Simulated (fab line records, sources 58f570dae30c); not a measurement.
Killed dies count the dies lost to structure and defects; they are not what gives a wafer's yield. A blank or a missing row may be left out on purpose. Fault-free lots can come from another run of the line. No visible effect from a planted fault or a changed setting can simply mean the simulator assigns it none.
Which tool was responsible? ; flow berkeleyCmos170 ; Sampling: 7 lots, 21 wafers, 2 of 331 route steps

== WHAT THE GAUGES READ, wafer by wafer ==
UCB170_NVT_TW_MEAS_09.
lot;measured;on;NVT_TW
L401;day 5 13:32;filmMetro-03;529 525 528
L404;day 6 12:50;filmMetro-04;527 523 525
L406;day 6 22:38;filmMetro-01;534 531 528
L409;day 7 22:13;filmMetro-01;531 532 534
L412;day 8 02:04;filmMetro-03;494 492 493
L413;day 8 14:04;filmMetro-04;494 497 495
L421;day 10 06:36;filmMetro-01;532 534 531

== WHICH TOOL RAN EACH LOT (tool, then ch and the chambers of the sampled wafers, then the start) ==
lot;UCB170_NVT_IMPLANT_07
L401;implanter-01 ch 0, day 5 13:17
L404;implanter-01 ch 0, day 6 12:35
L406;implanter-04 ch 0, day 6 22:25
L409;implanter-01 ch 0, day 7 21:58
L412;implanter-01 ch 0, day 8 01:49
L413;implanter-01 ch 0, day 8 13:51
L421;implanter-03 ch 0, day 10 06:21
- UCB170_NVT_IMPLANT_07

== THE ANSWER, worked out from the rows above alone ==
Rule: usual is defined by the lots themselves. Put in order of their means at a reading, lots are off if they are a third of the lots or fewer, leave a main group of 4 or more, and stand apart from it by a gap of 3 or more times the standard deviation of the main group's means; of several such gaps the widest counts. Not used: any main group whose means are identical at the precision the tables above print for the reading. A lot without any number at a reading at which 4 lots or more have one is off too. Where the step has rows for the other lots, those lots are counted as sound.
Off: L412, L413, at UCB170_NVT_TW_MEAS_09 (NVT_TW). The main group: mean 530, standard deviation 2.9.
If a tool, at a process step before that reading, ran all the lots that are off and no sound lot after the first of them, it fits. Those tools and the gauges at UCB170_NVT_TW_MEAS_09 are tried in the same way. One candidate fits, namely implanter-01 at UCB170_NVT_IMPLANT_07. Its last sound lot is L409 (day 7 21:58), its first lot that is off L412 (day 8 01:49): a fault that began between those two fits.

== WHAT THE SIMULATOR HAD INSERTED ==
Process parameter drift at UCB170_NVT_IMPLANT_07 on implanter-01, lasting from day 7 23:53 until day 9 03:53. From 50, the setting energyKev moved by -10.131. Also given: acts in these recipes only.
Lots struck among those shown: L412, L413. The same result came from the rule above.
